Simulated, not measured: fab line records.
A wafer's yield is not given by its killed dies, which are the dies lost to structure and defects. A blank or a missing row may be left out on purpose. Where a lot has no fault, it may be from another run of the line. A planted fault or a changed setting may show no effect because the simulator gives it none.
8D (eight disciplines) problem report, filled in by code -- flow rit-cmos -- the parts of the form that need people (team, actions taken, sign-off) are left out

1. WHAT IS WRONG
Wafers without a fault read 1.7, standard deviation 1.3; killed-on-rim at RIT_M1_PROBE_99 reads a mean of 9.0 on 3 wafers belonging to 2 lots. Relative to the usual mean, that is a shift of +5.6 standard deviations.
The first sign was on wafer L527.3 at day 6 16:07, on prober-02. At this step, 9 wafers from 3 lots have a number in the record. The rule behind "out" and "out of limits": a value lying over 4 standard deviations away from the usual mean. Any other wafer with a number is counted as sound.

2. WHAT IT IS; WHAT IT IS NOT
question,is,is not
which readings at this step,killed-on-rim,"killed-at-contacts, killed-open, killed-short"
which lots,"L527, L529",L535
which wafers of those lots,"L527.3, L527.6, L529.1","L527.5, L529.2, L529.6"
read on which tools,"prober-01, prober-02",-
when,from day 6 16:07,"up to then (0 sound wafers); but 6 sound wafers of L527, L529, L535 came after"

3. WHAT RULES OUT EACH SUSPECT
Counting: if a tool at a process step up to the reading ran every lot that is out, it stays a suspect. Sound lots after the first of them don't rule it out here, since some wafers of a struck lot are sound.
- plasma-asher-01 at RIT_PSD_STRIP_09 (strips in O2, time 180 s): kept. It ran every lot that is out, first L527 (day 6 07:47).
- Within plasma-asher-01 at RIT_PSD_STRIP_09, the wafers that are out were processed in chamber 0 and their sound lot-mates in chamber 1.
After counting, what remains is plasma-asher-01 at RIT_PSD_STRIP_09.

4. THE CAUSE (what the simulator had put in)
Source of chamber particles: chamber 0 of plasma-asher-01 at RIT_PSD_STRIP_09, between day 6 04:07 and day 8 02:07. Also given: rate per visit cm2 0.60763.
This tool alone remained once counting was done.

5. THE CHAIN OF EFFECTS, in route order
Each row: a reading whose mean over the struck wafers that have a number lies more than 3 standard deviations from the usual. Only readings for which the record gives a usual standard deviation are gone through. hours: the time from each lot's start at the first step in this table that gives one to its start at this step, as a median over the lots. sigmas: the change in usual standard deviations.
hours,step,reading,usual,on struck wafers,change,sigmas
0,RIT_M1_PROBE_99,killed-at-front-end,6.5,20.0,+13.5,+4.8
0,RIT_M1_PROBE_99,killed-dies,6.6,20.0,+13.4,+4.8
0,RIT_M1_PROBE_99,killed-on-rim,1.7,9.0,+7.3,+5.6
Here are the process steps it includes:
- RIT_M1_PROBE_99

6. WHAT WOULD HAVE CAUGHT IT SOONER
First out-of-limits reading in this record: day 6 16:07, which is 12 hours after fault onset at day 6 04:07.
Of the tool readings at RIT_PSD_STRIP_09 for which the record gives a usual standard deviation, none was out on any struck wafer, so an alarm limit of 4 standard deviations on them would not have fired.
Lots out: 2; of these, L529 started RIT_PSD_STRIP_09 on plasma-asher-01 after day 6 16:07. Had the tool been put on hold then, it would have been spared.
